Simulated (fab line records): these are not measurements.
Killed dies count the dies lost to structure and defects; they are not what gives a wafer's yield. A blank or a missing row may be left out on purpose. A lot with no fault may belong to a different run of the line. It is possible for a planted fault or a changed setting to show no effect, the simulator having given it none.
Chamber matching | flow berkeley cmos170 | 4 sister chambers for UCB170_ACTIVE_ETCH_15 on rie diel-01
The step etches Si3N4 in CH3F/Ar/O2, stops on SiO2, target depth 242 nm, time 151 s. 7 wafers are shown with their chamber, then 9 later ones without.

## WAFERS WITH THEIR CHAMBER
wafer  | chamber | throttle valve pct (%) | O2_flow_sccm (sccm)
L946.3 | 0       | 8.10                   | 6.982
L946.5 | 0       | 8.10                   | 7.003
L949.4 | 2       | 8.09                   | 7.008
L949.6 | 2       | 8.08                   | 6.987
L959.1 | 1       | 8.18                   | 6.944
L959.2 | 3       | 8.10                   | 7.028
L959.6 | 3       | 8.09                   | 7.017

## WAFERS WITHOUT THEIR CHAMBER
wafer  | throttle valve pct (%) | O2_flow_sccm (sccm)
L960.1 | 8.10                   | 6.999
L960.3 | 8.11                   | 6.987
L960.4 | 8.19                   | 6.999
L961.2 | 8.10                   | 7.030
L961.3 | 8.21                   | 7.015
L961.5 | 8.09                   | 6.998
L965.3 | 8.09                   | 7.024
L965.4 | 8.09                   | 7.048
L965.6 | 8.20                   | 6.986

## THE CHAMBER EACH PASSED THROUGH
wafer  | from the rows above          | in truth
L960.1 | can't be placed: 0 or 3      | 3
L960.3 | can't be placed: 0 or 3      | 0
L960.4 | 1                            | 1
L961.2 | can't be placed: 3 or 0      | 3
L961.3 | 1                            | 1
L961.5 | can't be placed: 2 or 0 or 3 | 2
L965.3 | can't be placed: 3 or 2      | 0
L965.4 | can't be placed: 3 or 2      | 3
L965.6 | 1                            | 1
3 of 9 placed correctly. Cannot be placed on the basis of these rows: 6; the candidates contain the true chamber in 5. Number placed wrongly: 0.
How it was worked out, from the rows above alone: a wafer's distance from a chamber is the root of the sum, over the readings, of the square of ((its reading less the chamber's mean) divided by the reading's scatter). The wafer belongs to the nearest chamber; if the next one is less than 2 further off, it can't be placed. The mean given for a chamber averages the wafers shown for that chamber. The scatter: the root of (the sum of the squares of (reading less its chamber's mean) over the shown wafers, divided by (wafers less chambers)).
